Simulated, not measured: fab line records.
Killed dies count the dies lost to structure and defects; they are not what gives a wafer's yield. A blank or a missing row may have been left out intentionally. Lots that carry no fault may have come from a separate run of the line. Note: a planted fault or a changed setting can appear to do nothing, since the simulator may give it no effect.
fab line records ; flow berkeley_cmos170 ; part 1 of 2: steps 1 to 24 of 34
record: lots: 5; wafers: 15; last_day: 11
route steps=331 shown M1@245 V1@254 M2@271
lots with no fault: from the same line, run without faults
start_h: the number of hours between the record's first day and the start of the first shown wafer of the lot ; wait_h: hours since the lot's step before ; " unchanged from the row above ; L1.1+2: a single row standing in for several wafers ; - no value, or no start was given ; * or withheld: withheld ; < > ~ a bound
route shown NAME@n: NAME is a module with steps in the file, n the number in the route of the first one ; usual: mean/standard deviation taken from wafers without a fault ; same: alike in all rows ; chamber/n: place in a boat ; sites: readings site by site ; _std_site: how widely they spread, as a standard deviation ; _edge_site: the outer-site mean with the inner-site mean subtracted ; radius_mm: how far each site lies from the wafer's centre ; mask NAME#n: copy n ; behind: tool/chamber where the wafer was last shaped ; hold: the reason the lot was held/the length of the hold in hours/how it ended ; device: whichever transistor did not switch (one of n, p or np) ; end of line: tests run on the same wafers once the route is complete ; a step given without rows: its recipe and nothing more ; killed: at the first sort, the dies lost to defects and structure; wafer yield is something else ; map: per-die view of a wafer (x killed, . not killed, _ where there is no die)
set.NAME: setting as actually run; set.NAME@STEP: the setting as run at that earlier step ; model.NAME: the simulator's own value behind a step, which no gauge read
lots at some steps of the route; a table a step, a row a wafer
services: the hour from which a tool's chamber was out of use, counted from the record's first day as start_h (under 0 if before that day), plus the number of hours and why
== steps ==
step: UCB170_M1_PEB_07
recipe: peb_temp_c: 130; peb_time_s: withheld; resist: KrF
usual: resist_line_temp_C: 23.01/0.11
lot.wafer;tool;chamber;start_h;wait_h;resist_line_temp_C
L077.1;litho_track-03;0;147.74;0.2;23.01
L077.2;litho_track-03;0;147.74;0.2;22.95
L077.3;litho_track-03;0;147.74;0.2;23.01
L079.3;litho_track-04;0;161.78;0.4;23.06
L079.4;litho_track-04;0;161.78;0.4;23.24
L079.6;litho_track-04;0;161.78;0.4;23.11
L083.2;litho_track-01;0;169.45;0.4;23.02
L083.3;litho_track-01;0;169.45;0.4;22.90
L083.6;litho_track-01;0;169.45;0.4;22.90
L088.1;litho_track-01;0;200.10;0.1;23.08
L088.2;litho_track-01;0;200.10;0.1;23.11
L088.6;litho_track-01;0;200.10;0.1;23.00
L093.2;litho_track-03;0;242.87;0.5;23.08
L093.3;litho_track-03;0;242.87;0.5;23.04
L093.6;litho_track-03;0;242.87;0.5;23.09
step: UCB170_M1_DEVELOP_08
recipe: developer: TMAH; develop_time_s: 45; resist: KrF; dev_temp_c: 21
usual: resist_line_temp_C: 22.98/0.1
lot.wafer;tool;chamber;start_h;wait_h;resist_line_temp_C
L077.1;litho_track-03;0;-;-;23.03
L077.2;litho_track-03;0;-;-;22.91
L077.3;litho_track-03;0;-;-;22.96
L079.3;litho_track-04;0;-;-;22.96
L079.4;litho_track-04;0;-;-;23.10
L079.6;litho_track-04;0;-;-;22.91
L083.2;litho_track-01;0;-;-;23.19
L083.3;litho_track-01;0;-;-;23.24
L083.6;litho_track-01;0;-;-;23.11
L088.1;litho_track-01;0;-;-;22.89
L088.2;litho_track-01;0;-;-;22.95
L088.6;litho_track-01;0;-;-;22.95
L093.2;litho_track-03;0;-;-;22.91
L093.3;litho_track-03;0;-;-;22.86
L093.6;litho_track-03;0;-;-;22.84
step: UCB170_M1_CD_MEAS_09
recipe: target_cd_nm: 700
usual: cd_nm: 699.5/1.4
lot.wafer;tool;chamber;start_h;wait_h;cd_nm
L077.1;cd_sem-02;-;148.16;-;702.2
L077.2;cd_sem-02;-;148.16;-;701.1
L077.3;cd_sem-02;-;148.16;-;701.6
L079.3;cd_sem-01;-;162.04;-;698.5
L079.4;cd_sem-01;-;162.04;-;698.0
L079.6;cd_sem-01;-;162.04;-;697.5
L083.2;cd_sem-02;-;169.72;-;699.3
L083.3;cd_sem-02;-;169.72;-;698.7
L083.6;cd_sem-02;-;169.72;-;698.7
L088.1;cd_sem-01;-;200.38;-;698.5
L088.2;cd_sem-01;-;200.38;-;697.7
L088.6;cd_sem-01;-;200.38;-;699.7
L093.2;cd_sem-02;-;243.14;-;699.3
L093.3;cd_sem-02;-;243.14;-;699.6
L093.6;cd_sem-02;-;243.14;-;700.6
step: UCB170_M1_OVL_MEAS_10
usual: M1_OVL: 0/6
lot.wafer;tool;chamber;start_h;wait_h;M1_OVL[nm]
L077.1;overlay-02;-;148.28;0.1;-1
L077.2;overlay-02;-;148.28;0.1;-7
L077.3;overlay-02;-;148.28;0.1;-4
L079.3;overlay-01;-;162.13;0.1;9
L079.4;overlay-01;-;162.13;0.1;-2
L079.6;overlay-01;-;162.13;0.1;-8
L083.2;overlay-01;-;169.83;0.1;0
L083.3;overlay-01;-;169.83;0.1;4
L083.6;overlay-01;-;169.83;0.1;-5
L088.1;overlay-02;-;200.50;0.1;-1
L088.2;overlay-02;-;200.50;0.1;0
L088.6;overlay-02;-;200.50;0.1;-1
L093.2;overlay-01;-;243.25;0.1;2
L093.3;overlay-01;-;243.25;0.1;-1
L093.6;overlay-01;-;243.25;0.1;-11
step: UCB170_M1_ETCH_11
recipe: chemistry: N2/H2; target_depth_a: withheld; overetch_a: withheld; target: BARC; time_s: withheld; source_w: 500; bias_w: 100; pressure_mtorr: 28.62; n2_flow_sccm: 100; h2_flow_sccm: 200
usual: bias_w: 100.0/0.31; drypump_motor_current_A: 5.5/0.5; oes_product_au: 1.002/0.026; throttle_valve_pct: 13.69/0.13
lot.wafer;tool;chamber;start_h;wait_h;bias_w;drypump_motor_current_A;oes_product_au;throttle_valve_pct
L077.1;rie_diel-02;2;148.32;0.0;100.1;4.9;1.009;13.45
L077.2;rie_diel-02;3;148.32;0.0;100.0;6.0;0.955;13.84
L077.3;rie_diel-02;1;148.32;0.0;100.4;5.8;1.042;13.59
L079.3;rie_diel-03;2;162.16;0.0;99.6;6.2;1.016;13.48
L079.4;rie_diel-03;3;162.16;0.0;99.6;4.9;1.028;13.84
L079.6;rie_diel-03;0;162.16;0.0;99.8;5.5;0.993;13.73
L083.2;rie_diel-03;1;169.86;0.0;99.8;6.0;0.985;13.67
L083.3;rie_diel-03;0;169.86;0.0;100.5;5.5;0.999;13.73
L083.6;rie_diel-03;0;169.86;0.0;100.5;5.5;0.997;13.72
L088.1;rie_diel-03;0;200.53;0.0;100.4;5.5;0.996;13.72
L088.2;rie_diel-03;1;200.53;0.0;100.5;6.0;0.997;13.66
L088.6;rie_diel-03;3;200.53;0.0;99.6;4.9;1.022;13.85
L093.2;rie_diel-01;1;243.28;0.0;100.1;5.5;1.020;13.58
L093.3;rie_diel-01;2;243.28;0.0;100.1;5.6;0.957;13.82
L093.6;rie_diel-01;2;243.28;0.0;100.1;5.6;0.960;13.81
step: UCB170_M1_METAL_ETCH_12
recipe: chemistry: Cl2/BCl3; target: Al; stop_on: PSG; pressure_mtorr: 12; target_depth_a: 7800; over_etch_frac: 0.3; time_s: 130; icp_w: 600; bias_w: 120; Cl2_flow_sccm: 90; bcl3_flow_sccm: 45
usual: bias_w: 120.0/0.35; drypump_motor_current_A: 5.6/0.45; oes_product_au: 0.849/0.013; throttle_valve_pct: 24.38/0.26
same: time_s: 130
lot.wafer;tool;chamber;start_h;wait_h;bias_w;drypump_motor_current_A;oes_product_au;rf_hours_counter_h;throttle_valve_pct
L077.1;rie_metal-04;1;148.36;-;119.8;6.1;0.852;7;24.21
L077.2;rie_metal-04;0;148.36;-;119.9;6.0;0.833;5;24.79
L077.3;rie_metal-04;0;148.36;-;120.3;6.0;0.839;-;24.80
L079.3;rie_metal-03;0;162.24;-;119.8;5.4;0.835;-;24.11
L079.4;rie_metal-03;1;162.24;-;119.9;5.8;0.873;-;24.13
L079.6;rie_metal-03;0;162.24;-;119.9;5.4;0.842;-;24.12
L083.2;rie_metal-03;0;169.90;-;119.9;5.4;0.836;14;24.12
L083.3;rie_metal-03;0;169.90;-;120.1;5.4;0.831;-;24.12
L083.6;rie_metal-03;1;169.90;-;119.6;5.7;0.858;-;24.13
L088.1;rie_metal-04;0;200.58;-;119.7;6.0;0.845;6;24.79
L088.2;rie_metal-04;1;200.58;-;120.1;6.1;0.837;8;24.22
L088.6;rie_metal-04;0;200.58;-;119.6;6.0;0.837;-;24.79
L093.2;rie_metal-01;1;243.32;-;119.4;5.3;0.859;10;24.59
L093.3;rie_metal-01;1;243.32;-;120.1;5.3;0.861;-;24.59
L093.6;rie_metal-01;0;243.32;-;119.3;4.8;0.833;-;24.38
step: UCB170_M1_STRIP_13
recipe: chemistry: O2; power_w: 400; pressure_mtorr: 3500; platen_temp_c: withheld; o2_flow_sccm: 400; overash_fraction: 0.5
usual: drypump_motor_current_A: 5.8/0.55; o2_flow_sccm: 400.0/1.2; oes_product_au: 0.720/0.0047
lot.wafer;tool;chamber;start_h;wait_h;drypump_motor_current_A;o2_flow_sccm;oes_product_au;rf_hours_counter_h
L077.1;plasma_asher-01;0;148.50;0.1;6.5;398.4;0.722;4
L077.2;plasma_asher-01;1;148.50;0.1;5.6;401.2;0.724;4
L077.3;plasma_asher-01;1;148.50;0.1;5.6;401.1;0.722;-
L079.3;plasma_asher-03;0;162.37;0.1;6.0;398.8;0.728;-
L079.4;plasma_asher-03;1;162.37;0.1;5.7;400.7;0.722;-
L079.6;plasma_asher-03;1;162.37;0.1;5.7;401.4;0.725;-
L083.2;plasma_asher-04;0;170.04;0.1;5.9;403.1;0.719;46
L083.3;plasma_asher-04;1;170.04;0.1;4.8;398.2;0.717;-
L083.6;plasma_asher-04;1;170.04;0.1;4.8;400.9;0.717;-
L088.1;plasma_asher-04;0;200.71;0.1;5.9;400.8;0.717;49
L088.2;plasma_asher-04;1;200.71;0.1;4.8;402.0;0.721;49
L088.6;plasma_asher-04;0;200.71;0.1;5.9;399.3;0.723;-
L093.2;plasma_asher-01;1;243.45;0.1;5.6;399.9;0.719;14
L093.3;plasma_asher-01;0;243.45;0.1;6.6;399.2;0.721;-
L093.6;plasma_asher-01;1;243.45;0.1;5.6;397.9;0.715;-
step: UCB170_M1_CD_MEAS_90
recipe: target_cd_nm: 700
usual: cd_nm: 700.1/2.5
lot.wafer;tool;chamber;start_h;wait_h;cd_nm
L077.1;cd_sem-01;-;148.72;0.2;708.4
L077.2;cd_sem-01;-;148.72;0.2;703.5
L077.3;cd_sem-01;-;148.72;0.2;702.5
L079.3;cd_sem-01;-;162.47;0.1;695.4
L079.4;cd_sem-01;-;162.47;0.1;697.6
L079.6;cd_sem-01;-;162.47;0.1;695.9
L083.2;cd_sem-02;-;170.16;0.1;699.3
L083.3;cd_sem-02;-;170.16;0.1;697.2
L083.6;cd_sem-02;-;170.16;0.1;699.8
L088.1;cd_sem-01;-;200.81;0.1;700.3
L088.2;cd_sem-01;-;200.81;0.1;700.7
L088.6;cd_sem-01;-;200.81;0.1;702.3
L093.2;cd_sem-01;-;243.57;0.1;699.2
L093.3;cd_sem-01;-;243.57;0.1;697.1
L093.6;cd_sem-01;-;243.57;0.1;702.1
step: UCB170_M1_ANNEAL_14
recipe: temp_c: 400; time_s: 1200; ambient: forming_gas
usual: spike_tc_load_C: 419.6/1.5
same: time_s: 1200
lot.wafer;tool;chamber;start_h;wait_h;spike_tc_load_C
L077.1;-;-;150.81;2.1;419.6
L077.2;-;-;150.81;2.1;419.0
L077.3;-;-;150.81;2.1;419.5
L079.3;-;-;164.54;2.1;422.4
L079.4;-;-;164.54;2.1;421.4
L079.6;-;-;164.54;2.1;421.5
L083.2;-;-;172.48;2.3;419.4
L083.3;-;-;172.48;2.3;419.4
L083.6;-;-;172.48;2.3;417.8
L088.1;-;-;205.07;4.2;419.2
L088.2;-;-;205.07;4.2;419.8
L088.6;-;-;205.07;4.2;417.7
L093.2;-;-;245.60;2.0;420.9
L093.3;-;-;245.60;2.0;422.4
L093.6;-;-;245.60;2.0;422.1
step: UCB170_V1_CVD_00
recipe: material: SiO2; target_thk_nm: 2000; temp_c: 390; precursor: TEOS/O2; time_s: 250; rf_w: 550; pressure_mtorr: 9000
usual: heater_power_w: 248/41
same: time_s: 250
lot.wafer;tool;chamber;start_h;wait_h;heater_power_w
L077.1;pecvd-01;0;152.14;0.0;263
L077.2;pecvd-01;1;152.14;0.0;300
L077.3;pecvd-01;2;152.14;0.0;243
L079.3;pecvd-01;1;165.88;0.0;290
L079.4;pecvd-01;0;165.88;0.0;224
L079.6;pecvd-01;2;165.88;0.0;291
L083.2;pecvd-01;0;173.82;0.0;314
L083.3;pecvd-01;2;173.82;0.0;268
L083.6;pecvd-01;1;173.82;0.0;223
L088.1;pecvd-03;1;206.40;0.0;261
L088.2;pecvd-03;2;206.40;0.0;239
L088.6;pecvd-03;1;206.40;0.0;257
L093.2;pecvd-01;1;246.94;0.0;238
L093.3;pecvd-01;2;246.94;0.0;275
L093.6;pecvd-01;1;246.94;0.0;302
step: UCB170_V1_THK_MEAS_01
recipe: reads: SiO2_of_V1_CVD_00
usual: V1_TEOS_THK: 1998/26
lot.wafer;tool;chamber;start_h;wait_h;V1_TEOS_THK[nm]
L077.1;film_metro-01;-;152.30;0.1;1994
L077.2;film_metro-01;-;152.30;0.1;1987
L077.3;film_metro-01;-;152.30;0.1;2010
L079.3;film_metro-03;-;166.05;0.1;2033
L079.4;film_metro-03;-;166.05;0.1;2056
L079.6;film_metro-03;-;166.05;0.1;2025
L083.2;film_metro-01;-;173.98;0.1;2011
L083.3;film_metro-01;-;173.98;0.1;1990
L083.6;film_metro-01;-;173.98;0.1;2059
L088.1;film_metro-03;-;206.63;0.2;1958
L088.2;film_metro-03;-;206.63;0.2;1953
L088.6;film_metro-03;-;206.63;0.2;1983
L093.2;film_metro-02;-;247.10;0.1;2008
L093.3;film_metro-02;-;247.10;0.1;2009
L093.6;film_metro-02;-;247.10;0.1;2030
step: UCB170_V1_CMP_02
recipe: material: SiO2; down_force_psi: 6; platen_rpm: 60; pad_velocity_m_s: 0.75398
usual: edge_zone_pressure_frac: 1.000/0.0051; motor_current_A: 16.8/1.7
lot.wafer;tool;chamber;start_h;wait_h;edge_zone_pressure_frac;motor_current_A
L077.3;cmp-02;0;152.41;0.1;1.002;18.1
L077.2;cmp-02;1;152.41;0.1;1.005;14.2
L077.1;cmp-02;2;152.41;0.1;0.999;17.8
L079.3;cmp-02;2;166.19;0.1;1.001;16.5
L079.4;cmp-02;3;166.19;0.1;1.000;15.1
L079.6;cmp-02;1;166.19;0.1;1.004;15.4
L083.3;cmp-01;2;174.08;0.1;1.003;19.0
L083.2;cmp-01;0;174.08;0.1;1.004;16.6
L083.6;cmp-01;1;174.08;0.1;1.003;17.4
L088.2;cmp-01;3;206.69;0.0;1.000;15.5
L088.1;cmp-01;0;206.69;0.0;0.996;17.1
L088.6;cmp-01;0;206.69;0.0;0.994;17.2
L093.2;cmp-02;0;247.15;0.0;0.990;18.0
L093.3;cmp-02;3;247.15;0.0;0.999;16.5
L093.6;cmp-02;1;247.15;0.0;0.991;14.1
step: UCB170_V1_BOW_MEAS_03
recipe: mode: bow
usual: V1_BOW: 19/6.5
lot.wafer;tool;chamber;start_h;wait_h;V1_BOW[um]
L077.1;film_metro-03;-;152.66;0.1;17
L077.2;film_metro-03;-;152.66;0.1;28
L077.3;film_metro-03;-;152.66;0.1;14
L079.3;film_metro-02;-;166.43;0.2;28
L079.4;film_metro-02;-;166.43;0.2;22
L079.6;film_metro-02;-;166.43;0.2;22
L083.2;film_metro-01;-;174.35;0.1;22
L083.3;film_metro-01;-;174.35;0.1;9
L083.6;film_metro-01;-;174.35;0.1;10
L088.1;film_metro-03;-;206.99;0.2;22
L088.2;film_metro-03;-;206.99;0.2;24
L088.6;film_metro-03;-;206.99;0.2;19
L093.2;film_metro-02;-;247.47;0.3;19
L093.3;film_metro-02;-;247.47;0.3;22
L093.6;film_metro-02;-;247.47;0.3;16
step: UCB170_V1_THK_MEAS_04
recipe: reads: SiO2_of_V1_CVD_00
usual: V1_POLISHED_THK: 999.8/1.2
lot.wafer;tool;chamber;start_h;wait_h;V1_POLISHED_THK[nm]
L077.1;film_metro-03;-;152.78;0.1;1002.7
L077.2;film_metro-03;-;152.78;0.1;1000.2
L077.3;film_metro-03;-;152.78;0.1;999.8
L079.3;film_metro-02;-;166.53;0.1;1000.5
L079.4;film_metro-02;-;166.53;0.1;998.7
L079.6;film_metro-02;-;166.53;0.1;998.8
L083.2;film_metro-01;-;174.46;0.1;999.2
L083.3;film_metro-01;-;174.46;0.1;1000.9
L083.6;film_metro-01;-;174.46;0.1;1000.1
L088.1;film_metro-03;-;207.11;0.1;998.4
L088.2;film_metro-03;-;207.11;0.1;999.3
L088.6;film_metro-03;-;207.11;0.1;999.7
L093.2;film_metro-02;-;247.58;0.1;1000.2
L093.3;film_metro-02;-;247.58;0.1;999.8
L093.6;film_metro-02;-;247.58;0.1;1000.0
step: UCB170_V1_CLEAN_05
recipe: chemistry: DIW
lot.wafer;tool;chamber;start_h;wait_h
L077.1+2+3;wet_bench-02;0;154.52;1.7
L079.3+4+6;wet_bench-04;1;166.57;0.0
L083.2+3+6;wet_bench-02;3;174.51;0.0
L088.1+2+6;wet_bench-02;2;207.27;0.1
L093.2+3+6;wet_bench-04;1;247.83;0.2
step: UCB170_V1_HMDS_06
recipe: prime_time_s: 60; prime_temp_c: 100
usual: resist_line_temp_C: 22.98/0.11
lot.wafer;tool;chamber;start_h;wait_h;resist_line_temp_C
L077.1;litho_track-02;0;154.73;0.0;23.12
L077.2;litho_track-02;0;154.73;0.0;23.14
L077.3;litho_track-02;0;154.73;0.0;23.17
L079.3;litho_track-02;0;166.80;0.1;23.02
L079.4;litho_track-02;0;166.80;0.1;22.92
L079.6;litho_track-02;0;166.80;0.1;23.00
L083.2;litho_track-01;0;174.71;0.0;22.89
L083.3;litho_track-01;0;174.71;0.0;23.04
L083.6;litho_track-01;0;174.71;0.0;22.94
L088.1;litho_track-04;0;208.00;0.5;22.99
L088.2;litho_track-04;0;208.00;0.5;23.20
L088.6;litho_track-04;0;208.00;0.5;23.12
L093.2;litho_track-04;0;248.55;0.5;22.86
L093.3;litho_track-04;0;248.55;0.5;22.79
L093.6;litho_track-04;0;248.55;0.5;22.87
step: UCB170_V1_COAT_07
recipe: resist: KrF; spin_rpm: 1500; resist_thk_nm: 905.2
usual: resist_line_temp_C: 23.00/0.096
lot.wafer;tool;chamber;start_h;wait_h;resist_line_temp_C
L077.1;litho_track-02;0;154.88;0.1;22.83
L077.2;litho_track-02;0;154.88;0.1;22.90
L077.3;litho_track-02;0;154.88;0.1;22.83
L079.3;litho_track-02;0;166.95;0.1;23.01
L079.4;litho_track-02;0;166.95;0.1;23.01
L079.6;litho_track-02;0;166.95;0.1;22.95
L083.2;litho_track-01;0;174.86;0.1;22.77
L083.3;litho_track-01;0;174.86;0.1;23.04
L083.6;litho_track-01;0;174.86;0.1;22.86
L088.1;litho_track-04;0;208.15;0.1;23.14
L088.2;litho_track-04;0;208.15;0.1;22.97
L088.6;litho_track-04;0;208.15;0.1;22.91
L093.2;litho_track-04;0;248.70;0.1;23.07
L093.3;litho_track-04;0;248.70;0.1;22.92
L093.6;litho_track-04;0;248.70;0.1;22.94
step: UCB170_V1_SOFTBAKE_08
recipe: resist: KrF; temp_c: 130; time_s: 60
usual: resist_line_temp_C: 22.99/0.11
same: time_s: 60
lot.wafer;tool;chamber;start_h;wait_h;resist_line_temp_C
L077.1;litho_track-02;0;155.03;0.1;23.01
L077.2;litho_track-02;0;155.03;0.1;23.03
L077.3;litho_track-02;0;155.03;0.1;22.91
L079.3;litho_track-02;0;167.10;0.1;23.02
L079.4;litho_track-02;0;167.10;0.1;22.86
L079.6;litho_track-02;0;167.10;0.1;23.21
L083.2;litho_track-01;0;175.01;0.1;22.85
L083.3;litho_track-01;0;175.01;0.1;22.97
L083.6;litho_track-01;0;175.01;0.1;23.03
L088.1;litho_track-04;0;208.30;0.1;23.02
L088.2;litho_track-04;0;208.30;0.1;22.79
L088.6;litho_track-04;0;208.30;0.1;22.84
L093.2;litho_track-04;0;248.85;0.1;22.89
L093.3;litho_track-04;0;248.85;0.1;22.97
L093.6;litho_track-04;0;248.85;0.1;23.04
step: UCB170_V1_EXPOSE_09
recipe: mask_id: VIA1; target_cd_nm: 700; na: 0.5; sigma_outer: 0.6; source_shape: conventional; dose_mj: 37
lot.wafer;tool;chamber;start_h;wait_h;mask
L077.1+2+3;krf_scanner-01;0;155.33;0.3;VIA1#0
L079.3+4+6;krf_scanner-01;0;167.41;0.3;VIA1#0
L083.2+3+6;krf_scanner-01;0;175.28;0.2;VIA1#0
L088.1+2+6;krf_scanner-02;0;208.58;0.2;VIA1#0
L093.2+3+6;krf_scanner-01;0;249.00;0.1;VIA1#0
step: UCB170_V1_PEB_10
recipe: peb_temp_c: 130; peb_time_s: withheld; resist: KrF
usual: resist_line_temp_C: 23.01/0.11
lot.wafer;tool;chamber;start_h;wait_h;resist_line_temp_C
L077.1;litho_track-04;0;155.51;0.2;23.14
L077.2;litho_track-04;0;155.51;0.2;23.07
L077.3;litho_track-04;0;155.51;0.2;23.01
L079.3;litho_track-02;0;167.54;0.1;23.10
L079.4;litho_track-02;0;167.54;0.1;23.08
L079.6;litho_track-02;0;167.54;0.1;22.98
L083.2;litho_track-01;0;175.61;0.3;22.90
L083.3;litho_track-01;0;175.61;0.3;23.10
L083.6;litho_track-01;0;175.61;0.3;23.07
L088.1;litho_track-02;0;208.86;0.3;22.83
L088.2;litho_track-02;0;208.86;0.3;22.94
L088.6;litho_track-02;0;208.86;0.3;22.83
L093.2;litho_track-04;0;249.45;0.4;22.84
L093.3;litho_track-04;0;249.45;0.4;23.07
L093.6;litho_track-04;0;249.45;0.4;22.96
step: UCB170_V1_DEVELOP_11
recipe: developer: TMAH; develop_time_s: 45; resist: KrF; dev_temp_c: 21
usual: resist_line_temp_C: 22.97/0.1
lot.wafer;tool;chamber;start_h;wait_h;resist_line_temp_C
L077.1;litho_track-04;0;-;-;22.83
L077.2;litho_track-04;0;-;-;22.87
L077.3;litho_track-04;0;-;-;22.85
L079.3;litho_track-02;0;-;-;23.03
L079.4;litho_track-02;0;-;-;23.17
L079.6;litho_track-02;0;-;-;23.22
L083.2;litho_track-01;0;-;-;23.09
L083.3;litho_track-01;0;-;-;23.09
L083.6;litho_track-01;0;-;-;23.15
L088.1;litho_track-02;0;-;-;22.90
L088.2;litho_track-02;0;-;-;22.78
L088.6;litho_track-02;0;-;-;22.77
L093.2;litho_track-04;0;-;-;22.89
L093.3;litho_track-04;0;-;-;22.95
L093.6;litho_track-04;0;-;-;23.04
step: UCB170_V1_CD_MEAS_12
recipe: target_cd_nm: 700
usual: cd_nm: 699.6/1.3
lot.wafer;tool;chamber;start_h;wait_h;cd_nm
L077.1;cd_sem-01;-;155.81;-;698.3
L077.2;cd_sem-01;-;155.81;-;697.4
L077.3;cd_sem-01;-;155.81;-;698.4
L079.3;cd_sem-02;-;167.90;-;700.0
L079.4;cd_sem-02;-;167.90;-;699.3
L079.6;cd_sem-02;-;167.90;-;700.1
L083.2;cd_sem-02;-;175.88;-;697.9
L083.3;cd_sem-02;-;175.88;-;697.5
L083.6;cd_sem-02;-;175.88;-;697.3
L088.1;cd_sem-01;-;209.14;-;699.5
L088.2;cd_sem-01;-;209.14;-;699.6
L088.6;cd_sem-01;-;209.14;-;698.7
L093.2;cd_sem-02;-;249.72;-;698.5
L093.3;cd_sem-02;-;249.72;-;698.1
L093.6;cd_sem-02;-;249.72;-;698.6
step: UCB170_V1_OVL_MEAS_13
usual: V1_OVL: 0/4.8
lot.wafer;tool;chamber;start_h;wait_h;V1_OVL[nm]
L077.1;overlay-01;-;155.93;0.1;2
L077.2;overlay-01;-;155.93;0.1;1
L077.3;overlay-01;-;155.93;0.1;3
L079.3;overlay-01;-;167.99;0.1;5
L079.4;overlay-01;-;167.99;0.1;4
L079.6;overlay-01;-;167.99;0.1;-5
L083.2;overlay-02;-;175.99;0.1;1
L083.3;overlay-02;-;175.99;0.1;-3
L083.6;overlay-02;-;175.99;0.1;6
L088.1;overlay-01;-;209.26;0.1;-1
L088.2;overlay-01;-;209.26;0.1;-1
L088.6;overlay-01;-;209.26;0.1;-6
L093.2;overlay-01;-;249.83;0.1;-8
L093.3;overlay-01;-;249.83;0.1;-8
L093.6;overlay-01;-;249.83;0.1;-8
step: UCB170_V1_ETCH_14
recipe: chemistry: CHF3/CF4/Ar; target: SiO2; stop_on: Al; CHF3_flow_sccm: 45; cf4_flow_sccm: 15; Ar_flow_sccm: 150; pressure_mtorr: 200; rf_w: 700; target_depth_a: 12500; over_etch_frac: 0.25; time_s: 291
usual: drypump_motor_current_A: 5.7/0.61; oes_product_au: 0.864/0.014; throttle_valve_pct: 6.95/0.093
same: time_s: 291
lot.wafer;tool;chamber;start_h;wait_h;drypump_motor_current_A;oes_product_au;rf_hours_counter_h;throttle_valve_pct
L077.1;rie_diel-03;2;155.97;0.0;6.1;0.881;154;6.80
L077.2;rie_diel-03;0;155.97;0.0;5.5;0.877;10;7.04
L077.3;rie_diel-03;3;155.97;0.0;4.9;0.883;43;7.12
L079.3;rie_diel-03;1;168.01;0.0;5.9;0.859;0;6.95
L079.4;rie_diel-03;3;168.01;0.0;4.9;0.881;-;7.13
L079.6;rie_diel-03;1;168.01;0.0;6.0;0.857;-;6.93
L083.2;rie_diel-02;2;176.02;0.0;4.9;0.884;88;6.84
L083.3;rie_diel-02;1;176.02;0.0;5.8;0.873;21;6.92
L083.6;rie_diel-02;0;176.02;0.0;4.8;0.836;-;6.96
L088.1;rie_diel-02;3;209.30;0.0;6.0;0.852;63;6.97
L088.2;rie_diel-02;1;209.30;0.0;5.8;0.879;23;6.89
L088.6;rie_diel-02;0;209.30;0.0;4.8;0.850;-;6.97
L093.2;rie_diel-04;2;249.86;0.0;5.8;0.852;29;7.03
L093.3;rie_diel-04;0;249.86;0.0;6.8;0.862;27;6.84
L093.6;rie_diel-04;0;249.86;0.0;6.8;0.866;-;6.83
